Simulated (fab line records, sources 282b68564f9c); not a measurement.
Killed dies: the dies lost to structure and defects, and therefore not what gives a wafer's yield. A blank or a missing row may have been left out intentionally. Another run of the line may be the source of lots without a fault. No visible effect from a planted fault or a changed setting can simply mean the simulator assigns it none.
fab line records	flow rit-cmos
record lots=6	wafers=18	last-day=7
route steps=202 shown SDANNEAL@156 PSD@157 NSD@158 PLDD@159 NLDD@160 SILICIDE@161 CONTACT@168 M1@202
lots with no fault: from the same line, run without faults
start-h: hours from the record's opening day to when the first of the lot's shown wafers began	wait-h: time in hours since the lot's previous step	" unchanged from the row above	L1.1+2: a row that stands for several wafers	- value missing, or start not given	* or withheld: withheld	< > ~ a bound
route shown NAME@n: names a module that has steps shown in the file, with the first one's number in the route	usual: mean/standard deviation taken from wafers without a fault	same: alike in all rows	chamber/n: place in a boat	sites: per-site readings	_std_site: how widely they spread, as a standard deviation	_edge_site: outer sites' mean less inner sites'	radius-mm: for every site, how far away it sits from the centre of the wafer	mask NAME#n: copy n	behind: the most recent tool/chamber to have shaped the wafer	hold: what put the lot on hold/how long, in hours/how the hold closed	device: whichever transistor did not switch (one of n, p or np)	end of line: tests of these same wafers at the route's end	for a step that has no rows: nothing shown but its recipe	killed: not the wafer's yield, but the dies lost to structure and defects at the first sort	map: a wafer's dies, marking killed ones x, the rest . and places with no die _
set.NAME: the setting that was run; set.NAME@STEP: the one run at that earlier step	model.NAME: the simulator's own value behind a step, which no gauge read
lots at selected steps of the route; one table per step, one row per wafer
services: from which hour (start-h, from the record's first day; less than 0 if before it) a tool's chamber was out of use, for how many hours, and why
## steps
# step RIT_SDANNEAL_RTA_03
# recipe temp-c=1050	time-s=5	idle-temp-c=600	ramp-up-c-per-s=342	ramp-down-c-per-s=171	cool-to-c=600	ambient=N2
# usual ramp-down-c-per-s=171.00/0.028	wafer_temp_C_max=1053.4/1.1
# same time-s=5
lot.wafer	tool	chamber	start-h	wait-h	ramp-down-c-per-s	wafer_temp_C_max
L861.2	rtp-anneal-01	0	52.38	0.0	170.99	1051.2
L861.3	"	0	"	"	171.02	1053.0
L861.6	"	0	"	"	170.99	1053.4
L864.1	rtp-anneal-02	0	67.26	0.0	171.02	1052.8
L864.2	"	0	"	"	170.99	1052.0
L864.3	"	0	"	"	171.07	1053.7
L870.2	rtp-anneal-01	0	103.33	0.0	170.96	1055.7
L870.3	"	0	"	"	170.96	1054.3
L870.4	"	0	"	"	171.02	1053.1
L873.2	rtp-anneal-02	0	130.49	0.0	170.98	1052.7
L873.4	"	0	"	"	171.00	1052.6
L873.5	"	0	"	"	170.99	1055.1
L874.1	rtp-anneal-01	0	138.93	0.0	170.97	1053.6
L874.2	"	0	"	"	171.02	1050.7
L874.3	"	0	"	"	171.03	1054.0
L882.1	rtp-anneal-01	0	166.24	0.0	170.99	1053.7
L882.3	"	0	"	"	170.99	1052.4
L882.5	"	0	"	"	171.02	1053.4
# step RIT_SDANNEAL_RS_MEAS_04
# recipe thk-meas-gauge=four-point-probe
# usual PSD_RS=116.5/0.31
lot.wafer	tool	chamber	start-h	wait-h	PSD_RS[ohm/sq]
L861.2	film-metro-01	-	52.44	0.1	116.6
L861.3	"	-	"	"	116.5
L861.6	"	-	"	"	116.5
L864.1	film-metro-04	-	67.32	0.0	116.2
L864.2	"	-	"	"	115.9
L864.3	"	-	"	"	115.8
L870.2	film-metro-01	-	103.39	0.1	117.1
L870.3	"	-	"	"	116.7
L870.4	"	-	"	"	117.1
L873.2	film-metro-01	-	130.56	0.1	116.7
L873.4	"	-	"	"	116.4
L873.5	"	-	"	"	116.4
L874.1	film-metro-01	-	138.99	0.0	116.5
L874.2	"	-	"	"	116.6
L874.3	"	-	"	"	116.4
L882.1	film-metro-04	-	166.30	0.0	116.0
L882.3	"	-	"	"	116.0
L882.5	"	-	"	"	116.4
# step RIT_SDANNEAL_RS_MEAS_05
# recipe thk-meas-gauge=four-point-probe
# usual NSD_RS=84.58/0.3
lot.wafer	tool	chamber	start-h	wait-h	NSD_RS[ohm/sq]
L861.2	film-metro-01	-	52.56	0.1	84.29
L861.3	"	-	"	"	84.26
L861.6	"	-	"	"	84.86
L864.1	film-metro-04	-	67.44	0.1	84.09
L864.2	"	-	"	"	84.38
L864.3	"	-	"	"	83.94
L870.2	film-metro-01	-	103.51	0.1	84.86
L870.3	"	-	"	"	84.70
L870.4	"	-	"	"	84.72
L873.2	film-metro-01	-	130.68	0.1	84.60
L873.4	"	-	"	"	84.76
L873.5	"	-	"	"	84.59
L874.1	film-metro-01	-	139.11	0.1	84.92
L874.2	"	-	"	"	84.89
L874.3	"	-	"	"	84.71
L882.1	film-metro-04	-	166.42	0.1	84.44
L882.3	"	-	"	"	84.86
L882.5	"	-	"	"	84.41
# step RIT_SDANNEAL_RS_MEAS_06
# recipe thk-meas-gauge=four-point-probe
# usual PLDD_RS=178.8/0.52
lot.wafer	tool	chamber	start-h	wait-h	PLDD_RS[ohm/sq]
L861.2	film-metro-01	-	52.68	0.1	179.3
L861.3	"	-	"	"	178.8
L861.6	"	-	"	"	179.0
L864.1	film-metro-04	-	67.56	0.1	178.3
L864.2	"	-	"	"	178.4
L864.3	"	-	"	"	177.6
L870.2	film-metro-01	-	103.63	0.1	179.4
L870.3	"	-	"	"	179.4
L870.4	"	-	"	"	179.7
L873.2	film-metro-01	-	130.80	0.1	179.4
L873.4	"	-	"	"	179.1
L873.5	"	-	"	"	179.0
L874.1	film-metro-01	-	139.23	0.1	178.3
L874.2	"	-	"	"	178.4
L874.3	"	-	"	"	178.6
L882.1	film-metro-04	-	166.54	0.1	178.1
L882.3	"	-	"	"	177.8
L882.5	"	-	"	"	178.6
# step RIT_SDANNEAL_RS_MEAS_07
# recipe thk-meas-gauge=four-point-probe
# usual NLDD_RS=151.7/0.69
lot.wafer	tool	chamber	start-h	wait-h	NLDD_RS[ohm/sq]
L861.2	film-metro-01	-	52.80	0.1	151.3
L861.3	"	-	"	"	151.4
L861.6	"	-	"	"	151.2
L864.1	film-metro-04	-	67.68	0.1	150.6
L864.2	"	-	"	"	151.0
L864.3	"	-	"	"	150.6
L870.2	film-metro-01	-	103.75	0.1	152.9
L870.3	"	-	"	"	152.8
L870.4	"	-	"	"	152.5
L873.2	film-metro-01	-	130.92	0.1	151.1
L873.4	"	-	"	"	150.9
L873.5	"	-	"	"	151.6
L874.1	film-metro-01	-	139.35	0.1	152.6
L874.2	"	-	"	"	152.7
L874.3	"	-	"	"	153.0
L882.1	film-metro-04	-	166.66	0.1	151.2
L882.3	"	-	"	"	150.6
L882.5	"	-	"	"	150.8
# step RIT_SILICIDE_WET_ETCH_00
# recipe chemistry=BOE	target=SiO2	target-depth-nm=14	time-s=15	dry=n2-spin	dilution=10:1	temp-c=21.5
# step RIT_SILICIDE_SPUTTER_01
# recipe material=Ti	target-thk-nm=30	power-w=339.7	chamber-pressure-pa=0.667	gas=Ar	time-s=240	substrate-temp-c=25
# usual throttle-valve-pct=29.5/1.1
# same time-s=240
lot.wafer	tool	chamber	start-h	wait-h	throttle-valve-pct
L861.2	pvd-sputter-04	-	52.92	0.0	30.0
L861.3	"	-	"	"	29.0
L861.6	"	-	"	"	30.1
L864.1	pvd-sputter-03	-	67.81	0.0	28.5
L864.2	"	-	"	"	28.5
L864.3	"	-	"	"	30.4
L870.2	pvd-sputter-03	-	103.87	0.0	28.5
L870.3	"	-	"	"	27.9
L870.4	"	-	"	"	30.3
L873.2	pvd-sputter-01	-	131.03	0.0	29.4
L873.4	"	-	"	"	29.3
L873.5	"	-	"	"	30.9
L874.1	pvd-sputter-03	-	139.48	0.0	28.8
L874.2	"	-	"	"	28.4
L874.3	"	-	"	"	30.5
L882.1	pvd-sputter-04	-	166.79	0.0	29.8
L882.3	"	-	"	"	29.1
L882.5	"	-	"	"	31.8
# step RIT_SILICIDE_RS_MEAS_02
# recipe thk-meas-gauge=four-point-probe	reads=Ti_of_SILICIDE_SPUTTER_01
# usual SILICIDE_TI_RS=50.1/0.67
lot.wafer	tool	chamber	start-h	wait-h	SILICIDE_TI_RS[ohm/sq]
L861.2	film-metro-02	-	53.09	0.1	50.9
L861.3	"	-	"	"	51.2
L861.6	"	-	"	"	50.9
L864.1	film-metro-02	-	67.96	0.1	50.7
L864.2	"	-	"	"	49.3
L864.3	"	-	"	"	50.9
L870.2	film-metro-01	-	104.17	0.2	49.7
L870.3	"	-	"	"	51.1
L870.4	"	-	"	"	51.3
L873.2	film-metro-01	-	131.20	0.1	51.3
L873.4	"	-	"	"	51.2
L873.5	"	-	"	"	51.0
L874.1	film-metro-03	-	139.63	0.1	49.3
L874.2	"	-	"	"	49.9
L874.3	"	-	"	"	50.2
L882.1	film-metro-01	-	166.94	0.1	51.0
L882.3	"	-	"	"	49.6
L882.5	"	-	"	"	49.7
# step RIT_SILICIDE_THK_MEAS_03
# recipe thk-meas-gauge=xrf	reads=Ti_of_SILICIDE_SPUTTER_01
# usual SILICIDE_TI_THK=28.2/0.33
lot.wafer	tool	chamber	start-h	wait-h	SILICIDE_TI_THK[nm]
L861.2	film-metro-02	-	53.20	0.1	27.8
L861.3	"	-	"	"	27.9
L861.6	"	-	"	"	27.6
L864.1	film-metro-02	-	68.08	0.1	27.9
L864.2	"	-	"	"	28.5
L864.3	"	-	"	"	27.8
L870.2	film-metro-01	-	104.28	0.1	28.6
L870.3	"	-	"	"	28.2
L870.4	"	-	"	"	28.1
L873.2	film-metro-01	-	131.31	0.1	27.8
L873.4	"	-	"	"	27.7
L873.5	"	-	"	"	27.9
L874.1	film-metro-03	-	139.75	0.1	28.3
L874.2	"	-	"	"	28.0
L874.3	"	-	"	"	28.0
L882.1	film-metro-01	-	167.06	0.1	28.0
L882.3	"	-	"	"	28.5
L882.5	"	-	"	"	28.4
# step RIT_SILICIDE_RTA_04
# recipe temp-c=650	time-s=10	idle-temp-c=25	ramp-up-s=5	ramp-down-s=5	cool-to-c=25	ambient=N2
# usual wafer_temp_C_max=652.9/0.7
# same time-s=10
lot.wafer	tool	chamber	start-h	wait-h	wafer_temp_C_max
L861.2	rtp-anneal-02	0	53.26	0.1	652.1
L861.3	"	0	"	"	652.6
L861.6	"	0	"	"	652.2
L864.1	rtp-anneal-01	0	68.14	0.1	653.3
L864.2	"	0	"	"	655.4
L864.3	"	0	"	"	652.8
L870.2	rtp-anneal-01	0	104.35	0.1	652.8
L870.3	"	0	"	"	654.6
L870.4	"	0	"	"	652.5
L873.2	rtp-anneal-01	0	131.37	0.1	654.2
L873.4	"	0	"	"	653.3
L873.5	"	0	"	"	654.4
L874.1	rtp-anneal-02	0	139.81	0.1	651.8
L874.2	"	0	"	"	652.1
L874.3	"	0	"	"	652.6
L882.1	rtp-anneal-02	0	167.12	0.1	652.6
L882.3	"	0	"	"	652.0
L882.5	"	0	"	"	652.5
# step RIT_SILICIDE_WET_ETCH_05
# recipe chemistry=SPM	target=Ti	temp-c=90	time-s=120	dry=n2-spin
# step RIT_SILICIDE_RTA_06
# recipe temp-c=750	time-s=10	idle-temp-c=25	ramp-up-s=5	ramp-down-s=10	cool-to-c=25	ambient=N2
# usual wafer_temp_C_max=753.3/0.78
# same time-s=10
lot.wafer	tool	chamber	start-h	wait-h	wafer_temp_C_max
L861.2	rtp-anneal-01	0	53.37	0.0	754.7
L861.3	"	0	"	"	753.5
L861.6	"	0	"	"	752.5
L864.1	rtp-anneal-02	0	68.26	0.0	752.8
L864.2	"	0	"	"	752.7
L864.3	"	0	"	"	753.0
L870.2	rtp-anneal-02	0	104.45	0.0	753.0
L870.3	"	0	"	"	753.1
L870.4	"	0	"	"	753.2
L873.2	rtp-anneal-02	0	131.48	0.0	752.1
L873.4	"	0	"	"	751.6
L873.5	"	0	"	"	752.6
L874.1	rtp-anneal-01	0	139.92	0.0	754.4
L874.2	"	0	"	"	753.9
L874.3	"	0	"	"	754.1
L882.1	rtp-anneal-01	0	167.23	0.0	753.4
L882.3	"	0	"	"	753.7
L882.5	"	0	"	"	755.2
# step RIT_CONTACT_CVD_00
# recipe material=SiO2	target-thk-nm=400	precursor=TEOS	temp-c=390	time-s=61	rf-w=400
# usual heater-power-w=337/42
# same time-s=61
lot.wafer	tool	chamber	start-h	wait-h	heater-power-w
L861.2	pecvd-03	1	53.42	0.0	337
L861.3	"	0	"	"	283
L861.6	"	2	"	"	375
L864.1	pecvd-03	2	68.32	0.1	351
L864.2	"	0	"	"	348
L864.3	"	1	"	"	411
L870.2	pecvd-03	2	104.51	0.0	357
L870.3	"	1	"	"	407
L870.4	"	2	"	"	374
L870.2	pecvd-03	2	104.73	0.2	366
L870.3	"	1	"	"	384
L870.4	"	2	"	"	369
L873.2	pecvd-03	2	131.54	0.0	310
L873.4	"	0	"	"	310
L873.5	"	2	"	"	324
L874.1	pecvd-04	1	139.99	0.1	331
L874.2	"	2	"	"	316
L874.3	"	2	"	"	341
L874.1	pecvd-04	1	140.23	0.2	321
L874.2	"	2	"	"	320
L874.3	"	2	"	"	337
L882.1	pecvd-03	2	167.29	0.1	353
L882.3	"	1	"	"	347
L882.5	"	2	"	"	362
# step RIT_CONTACT_THK_MEAS_01
# recipe reads=SiO2_of_CONTACT_CVD_00
# usual CONTACT_TEOS_THK=398/5.2
lot.wafer	tool	chamber	start-h	wait-h	CONTACT_TEOS_THK[nm]
L861.2	film-metro-03	-	53.48	0.0	394
L861.3	"	-	"	"	392
L861.6	"	-	"	"	395
L864.1	film-metro-04	-	68.37	0.0	405
L864.2	"	-	"	"	403
L864.3	"	-	"	"	409
L870.2	film-metro-01	-	104.87	0.1	783
L870.3	"	-	"	"	801
L870.4	"	-	"	"	794
L873.2	film-metro-04	-	131.60	0.0	394
L873.4	"	-	"	"	400
L873.5	"	-	"	"	401
L874.1	film-metro-01	-	140.31	0.1	785
L874.2	"	-	"	"	785
L874.3	"	-	"	"	798
L882.1	film-metro-04	-	167.34	0.0	391
L882.3	"	-	"	"	396
L882.5	"	-	"	"	394
# step RIT_CONTACT_HMDS_02
# recipe prime-time-s=60	prime-temp-c=140
# step RIT_CONTACT_COAT_03
# recipe resist=NOVOLAK	spin-rpm=3250	resist-thk-nm=1000
# step RIT_CONTACT_SOFTBAKE_04
# recipe resist=NOVOLAK	temp-c=90	time-s=60
# step RIT_CONTACT_EXPOSE_05
# recipe mask-id=M11	na=0.6	source-shape=conventional	sigma-outer=0.5	target-cd-nm=1000	dose-mj=250
# step RIT_CONTACT_PEB_06
# recipe resist=NOVOLAK	temp-c=withheld	time-s=withheld
# step RIT_CONTACT_DEVELOP_07
# recipe resist=NOVOLAK	develop-time-s=120	dev-temp-c=23
# step RIT_CONTACT_CD_MEAS_08
# recipe target-cd-nm=1000
# usual cd-nm=1000.3/2.5
lot.wafer	tool	chamber	start-h	wait-h	cd-nm
L861.2	cd-sem-02	-	54.64	-	1000.0
L861.3	"	-	"	"	998.4
L861.6	"	-	"	"	999.0
L864.1	cd-sem-02	-	69.53	-	996.9
L864.2	"	-	"	"	997.9
L864.3	"	-	"	"	1000.3
L870.2	cd-sem-02	-	106.45	-	1002.1
L870.3	"	-	"	"	1005.3
L870.4	"	-	"	"	1002.5
L873.2	cd-sem-02	-	132.78	-	998.3
L873.4	"	-	"	"	1000.1
L873.5	"	-	"	"	998.6
L874.1	cd-sem-02	-	141.73	-	1000.2
L874.2	"	-	"	"	999.1
L874.3	"	-	"	"	1001.1
L882.1	cd-sem-02	-	168.37	-	1003.8
L882.3	"	-	"	"	1000.6
L882.5	"	-	"	"	1002.8
# step RIT_CONTACT_OVL_MEAS_09
# usual CONTACT_OVL=-0.5/1.6
lot.wafer	tool	chamber	start-h	wait-h	CONTACT_OVL[nm]
L861.2	overlay-01	-	54.75	0.1	-1.5
L861.3	"	-	"	"	-1.0
L861.6	"	-	"	"	-1.3
L864.1	overlay-02	-	69.65	0.1	0.1
L864.2	"	-	"	"	0.9
L864.3	"	-	"	"	0.5
L870.2	overlay-01	-	106.55	0.1	-1.3
L870.3	"	-	"	"	-1.5
L870.4	"	-	"	"	-0.9
L873.2	overlay-01	-	132.89	0.1	-3.0
L873.4	"	-	"	"	-2.2
L873.5	"	-	"	"	-0.9
L874.1	overlay-02	-	141.85	0.1	-2.3
L874.2	"	-	"	"	-2.7
L874.3	"	-	"	"	-3.0
L882.1	overlay-01	-	168.49	0.1	0.9
L882.3	"	-	"	"	0.6
L882.5	"	-	"	"	1.4
# step RIT_CONTACT_HARDBAKE_10
# recipe resist=NOVOLAK	temp-c=140	time-s=60
# step RIT_CONTACT_ETCH_11
# recipe target-depth-a=4800	over-etch-frac=0.2	stop-on=TiSi2	chemistry=CHF3/CF4/Ar	target=SiO2	CHF3_flow_sccm=50	cf4-flow-sccm=10	Ar_flow_sccm=100	O2_flow_sccm=5	pressure-mtorr=100	rf-w=200	time-s=310.5
# usual drypump-motor-current-A=5.6/0.37	mfc-ar-sccm=99.98/0.26	oes-product-au=0.988/0.016	throttle-valve-pct=8.89/0.1
# same time-s=310.5
lot.wafer	tool	chamber	start-h	wait-h	drypump-motor-current-A	mfc-ar-sccm	oes-product-au	rf-hours-counter-h	throttle-valve-pct	model.etch.depth-nm	model.CONTACT.feature-depth-nm
L861.2	rie-diel-04	2	54.93	0.1	5.6	100.05	0.996	30	8.94	394.2	394.2
L861.3	"	1	"	"	5.0	100.15	1.004	19	8.93	391.3	391.3
L861.6	"	1	"	"	5.0	99.79	1.001	-	8.93	394.6	394.6
L864.1	rie-diel-04	3	69.87	0.1	5.6	99.73	0.965	8	8.97	404.8	404.8
L864.2	"	0	"	"	5.8	99.40	0.993	55	8.98	403.3	403.3
L864.3	"	2	"	"	5.6	100.05	0.998	30	8.94	409.1	409.1
L870.2	rie-diel-03	3	106.87	0.1	6.0	100.31	0.997	109	8.82	463.9	463.9
L870.3	"	0	"	"	6.2	100.18	1.013	110	8.88	462.9	462.9
L870.4	"	2	"	"	6.3	100.24	0.973	-	8.91	467.9	467.9
L873.2	rie-diel-04	3	133.07	0.1	5.6	99.70	0.962	9	8.98	394.2	394.2
L873.4	"	0	"	"	5.7	100.39	0.999	56	8.98	400.4	400.4
L873.5	"	3	"	"	5.6	99.94	0.962	-	9.00	400.9	400.9
L874.1	rie-diel-01	3	142.04	0.1	5.8	100.32	0.980	124	8.97	457.8	457.8
L874.2	"	2	"	"	5.7	99.64	1.012	0	8.91	457.7	457.7
L874.3	"	1	"	"	5.9	100.23	0.973	12	8.66	450.8	450.8
L882.1	rie-diel-04	2	168.75	0.1	5.6	99.58	0.996	32	8.93	390.6	390.6
L882.3	"	0	"	"	5.7	99.47	0.993	57	8.98	395.8	395.8
L882.5	"	2	"	"	5.6	99.66	1.006	-	8.94	393.7	393.7
# step RIT_CONTACT_STRIP_12
# recipe chemistry=O2	time-s=180	resist=NOVOLAK	platen-temp-c=withheld	power-w=500	pressure-mtorr=4000	o2-flow-sccm=4000
# usual drypump-motor-current-A=5.8/0.47
# same time-s=180
lot.wafer	tool	chamber	start-h	wait-h	drypump-motor-current-A	rf-hours-counter-h
L861.2	plasma-asher-01	0	55.12	0.1	5.8	43
L861.3	"	1	"	"	5.5	-
L861.6	"	0	"	"	5.8	-
L864.1	plasma-asher-02	1	70.06	0.1	6.3	44
L864.2	"	0	"	"	6.6	44
L864.3	"	1	"	"	6.3	-
L870.2	plasma-asher-01	0	107.07	0.1	5.8	49
L870.3	"	0	"	"	5.8	-
L870.4	"	1	"	"	5.5	-
L873.2	plasma-asher-01	1	133.26	0.1	5.5	2
L873.4	"	1	"	"	5.5	-
L873.5	"	1	"	"	5.5	-
L874.1	plasma-asher-04	0	142.23	0.1	5.3	47
L874.2	"	1	"	"	5.2	47
L874.3	"	1	"	"	5.1	-
L882.1	plasma-asher-04	1	168.95	0.1	5.2	50
L882.3	"	0	"	"	5.3	-
L882.5	"	0	"	"	5.3	-
# step RIT_CONTACT_CD_MEAS_90
# recipe target-cd-nm=1000
# usual cd-nm=1000.1/2.5
lot.wafer	tool	chamber	start-h	wait-h	cd-nm
L861.2	cd-sem-01	-	55.32	0.1	999.1
L861.3	"	-	"	"	997.7
L861.6	"	-	"	"	998.2
L864.1	cd-sem-01	-	70.24	0.1	996.4
L864.2	"	-	"	"	997.7
L864.3	"	-	"	"	999.9
L870.2	cd-sem-02	-	107.26	0.1	1002.2
L870.3	"	-	"	"	1005.6
L870.4	"	-	"	"	1002.8
L873.2	cd-sem-02	-	133.46	0.1	997.7
L873.4	"	-	"	"	999.3
L873.5	"	-	"	"	997.9
L874.1	cd-sem-02	-	142.41	0.1	999.8
L874.2	"	-	"	"	999.1
L874.3	"	-	"	"	1000.4
L882.1	cd-sem-02	-	169.12	0.1	1003.5
L882.3	"	-	"	"	1000.2
L882.5	"	-	"	"	1002.3
# step RIT_CONTACT_CLEAN_13
# recipe chemistry=SC1	mix=3:3:50	time-s=600	temp-c=75
# same time-s=600
lot.wafer	tool	chamber	start-h	wait-h	model.SiO2_of_CONTACT_CVD_00.thk-nm
L861.2	wet-bench-03	3	55.50	0.2	390.3
L861.3	"	3	"	"	387.4
L861.6	"	3	"	"	390.6
L864.1	wet-bench-03	1	70.36	0.1	400.7
L864.2	"	1	"	"	399.2
L864.3	"	1	"	"	405
L870.2	wet-bench-03	3	107.36	0.1	778.8
L870.3	"	3	"	"	796.3
L870.4	"	3	"	"	790.3
L873.2	wet-bench-01	3	133.56	0.1	390.1
L873.4	"	3	"	"	396.3
L873.5	"	3	"	"	396.8
L874.1	wet-bench-01	0	142.53	0.1	780.8
L874.2	"	0	"	"	779.9
L874.3	"	0	"	"	793.4
L882.1	wet-bench-01	2	169.24	0.1	386.5
L882.3	"	2	"	"	391.7
L882.5	"	2	"	"	389.5
# step RIT_CONTACT_CLEAN_14
# recipe chemistry=SC2	mix=3:3:50	time-s=600	temp-c=75	dry=n2-spin
# step RIT_M1_PROBE_99
# usual killed-at-contacts=0.1/0.23	killed-at-front-end=6.6/2.9	killed-dies=6.7/3	killed-on-rim=1.7/1.4	killed-open=3.5/2.1	killed-short=3.2/1.8
# same gross-dies=264	killed_at_M0_to_M3=0	killed_at_M4_up=0	killed-at-back-side=0	killed-at-other=0
lot.wafer	tool	chamber	start-h	wait-h	killed-at-contacts	killed-at-front-end	killed-dies	killed-on-rim	killed-open	killed-short
L861.2	prober-02	-	61.25	0.1	0	9	9	4	5	4
L861.3	prober-02	-	61.30	0.2	0	9	9	3	4	5
L861.6	prober-02	-	61.45	0.2	0	4	4	1	2	2
L870.2	prober-01	-	112.31	0.1	259	5	264	70	3	2
L870.3	prober-01	-	112.36	0.2	256	8	264	70	5	3
L870.4	prober-01	-	112.41	0.2	255	9	264	70	6	3
L873.2	prober-02	-	138.10	0.1	0	5	5	2	3	2
L873.4	prober-02	-	138.20	0.2	0	2	2	0	0	2
L873.5	prober-02	-	138.25	0.2	0	6	6	1	4	2
L874.1	prober-01	-	147.09	0.1	262	2	264	70	1	1
L874.2	prober-01	-	147.14	0.1	260	4	264	70	3	1
L874.3	prober-01	-	147.19	0.2	257	7	264	70	5	3
L882.1	prober-01	-	174.16	0.1	0	7	7	2	4	3
L882.3	prober-01	-	174.26	0.2	0	5	5	3	1	4
L882.5	prober-01	-	174.36	0.2	0	4	4	1	4	0
# killed by level:class
L861.2 FOX2:geometric-particle:open=4 GATE:geometric-particle:short=2 SPACER:geometric-particle:short=2 GATE:geometric-particle:open=1
L861.3 FOX2:geometric-particle:open=2 FOX1:geometric-particle:short=1 FOX2:geometric-particle:short=1 GATE:geometric-particle:open=1 REOX:geometric-particle:short=1 SPACER:geometric-particle:short=1 SILICIDE:geometric-particle:open=1 SILICIDE:geometric-particle:short=1
L861.6 REOX:geometric-particle:open=2 GATE:geometric-particle:short=1 SILICIDE:geometric-particle:short=1
L870.2 CONTACT:area-etch=259 GATE:geometric-particle:open=2 REOX:geometric-particle:short=1 SPACER:geometric-particle:open=1 SPACER:geometric-particle:short=1
L870.3 CONTACT:area-etch=256 FOX1:geometric-particle:open=2 GATE:geometric-particle:open=2 FOX1:geometric-particle:short=1 GATE:geometric-particle:short=1 REOX:geometric-particle:short=1 REOX:geometric-particle:open=1
L870.4 CONTACT:area-etch=255 FOX1:geometric-particle:open=3 GATE:geometric-particle:open=2 GATE:geometric-particle:short=1 REOX:geometric-particle:short=1 SPACER:geometric-particle:short=1 SPACER:geometric-particle:open=1
L873.2 GATE:geometric-particle:open=1 GATE:geometric-particle:short=1 REOX:geometric-particle:open=1 SPACER:geometric-particle:short=1 SILICIDE:geometric-particle:open=1
L873.4 GATE:geometric-particle:short=1 SPACER:geometric-particle:short=1
L873.5 FOX1:geometric-particle:open=2 SPACER:geometric-particle:short=2 ACTIVE:geometric-particle:open=1 SPACER:geometric-particle:open=1
L874.1 CONTACT:area-etch=262 SPACER:geometric-particle:open=1 SPACER:geometric-particle:short=1
L874.2 CONTACT:area-etch=260 SPACER:geometric-particle:open=2 GATE:geometric-particle:open=1 GATE:geometric-particle:short=1
L874.3 CONTACT:area-etch=256 FOX1:geometric-particle:open=1 FOX2:geometric-particle:short=1 GATE:geometric-particle:short=1 REOX:geometric-particle:open=1 SPACER:geometric-particle:open=1 SILICIDE:geometric-particle:short=1 SILICIDE:geometric-particle:open=1
L882.1 GATE:geometric-particle:open=4 GATE:geometric-particle:short=3
L882.3 FOX2:geometric-particle:short=1 GATE:geometric-particle:short=1 SPACER:geometric-particle:short=1 SPACER:geometric-particle:open=1 SILICIDE:geometric-particle:short=1
L882.5 FOX2:geometric-particle:open=1 GATE:geometric-particle:open=1 SPACER:geometric-particle:open=1 SILICIDE:geometric-particle:open=1
# map L870.2 (x killed, . not)
________xxxxxxx_______
_____xxxxxxxxxxxxx____
____xxxxxxxxxxxxxxx___
___xxxxxxxxxxxxxxxxx__
__xxxxxxxxxxxxxxxxxxx_
__xxxxxxxxxxxxxxxxxxx_
_xxxxxxxxxxxxxxxxxxxxx
_xxxxxxxxxxxxxxxxxxxxx
_xxxxxxxxxxxxxxxxxxxxx
_xxxxxxxxxxxxxxxxxxxxx
__xxxxxxxxxxxxxxxxxxx_
__xxxxxxxxxxxxxxxxxxx_
___xxxxxxxxxxxxxxxxx__
____xxxxxxxxxxxxxxx___
_____xxxxxxxxxxxxx____
________xxxxxxx_______
# map L874.1 (x killed, . not)
________xxxxxxx_______
_____xxxxxxxxxxxxx____
____xxxxxxxxxxxxxxx___
___xxxxxxxxxxxxxxxxx__
__xxxxxxxxxxxxxxxxxxx_
__xxxxxxxxxxxxxxxxxxx_
_xxxxxxxxxxxxxxxxxxxxx
_xxxxxxxxxxxxxxxxxxxxx
_xxxxxxxxxxxxxxxxxxxxx
_xxxxxxxxxxxxxxxxxxxxx
__xxxxxxxxxxxxxxxxxxx_
__xxxxxxxxxxxxxxxxxxx_
___xxxxxxxxxxxxxxxxx__
____xxxxxxxxxxxxxxx___
_____xxxxxxxxxxxxx____
________xxxxxxx_______
## services
tool	chamber	start-h	hours	kind
plasma-asher-02	-	39.68	0.8	repair
rie-diel-03	2	51.93	-	clean
rie-diel-03	2	51.93	17.4	scheduled-down
rie-diel-03	2	51.93	17.4	vent-cycle
pecvd-04	1	60.78	7.9	repair
rie-diel-01	2	64.04	10.2	repair
rie-diel-03	2	81.55	8.1	repair
rie-diel-04	-	90.44	2.9	repair
rtp-anneal-01	-	96.00	3.4	pm
pecvd-04	0	103.91	40.3	repair
rie-diel-03	1	104.77	2.6	repair
pecvd-03	2	105.58	4.4	repair
plasma-asher-01	-	108.75	9.0	pm
plasma-asher-01	0	108.75	9.0	vent-cycle
plasma-asher-01	1	108.75	9.0	vent-cycle
plasma-asher-02	-	111.76	0.5	repair
plasma-asher-01	0	117.75	-	clean
plasma-asher-01	1	117.75	-	clean
plasma-asher-02	-	127.91	2.8	pm
rie-diel-03	1	134.34	5.9	repair
rie-diel-04	3	147.36	4.4	repair
pvd-sputter-01	-	159.56	1.3	repair
rie-diel-03	2	161.99	16.0	repair
pecvd-04	-	162.36	3.0	repair
## key
first-sign step=RIT_CONTACT_CVD_00	reading=visit	direction=added
effect step=RIT_CONTACT_THK_MEAS_01	reading=CONTACT_TEOS_THK	direction=up	sigmas=75	usual=398	struck=791
effect step=RIT_M1_PROBE_99	reading=killed-at-contacts	direction=up	sigmas=99+	usual=0.1	struck=258.2
model-effect step=RIT_CONTACT_ETCH_11	value=etch.depth-nm	without=396.2	struck=460.2
model-effect step=RIT_CONTACT_CLEAN_13	value=SiO2_of_CONTACT_CVD_00.thk-nm	without=392.1	struck=786.6
more-kills-born-at RIT_CONTACT_ETCH_11@rie-diel-01=778	RIT_CONTACT_ETCH_11@rie-diel-03=770
met-at RIT_CONTACT_CVD_00
struck-wafers L870.2,L870.3,L870.4,L874.1,L874.2,L874.3
later-rows-left-out L870.2,L870.3,L870.4,L874.1,L874.2,L874.3
tester-left-out L870,L874
fault kind=repeated-step-whole	tool=pecvd-01,pecvd-03,pecvd-04	chamber=-	onset-h=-	steps=RIT_CONTACT_CVD_00	times=1	scope=struck-lots-only
# tester-left-out: of these lots the tester's yield and bins aren't shown, on N5 and GAA mostly nor the transistor test; their killed dies are dies lost to structure and defects alone, not to doping, threshold or leakage, so they don't give the yield
# later-rows-left-out: the simulator's readings of these wafers behind a module that went badly wrong aren't trusted and aren't shown, but for the sort
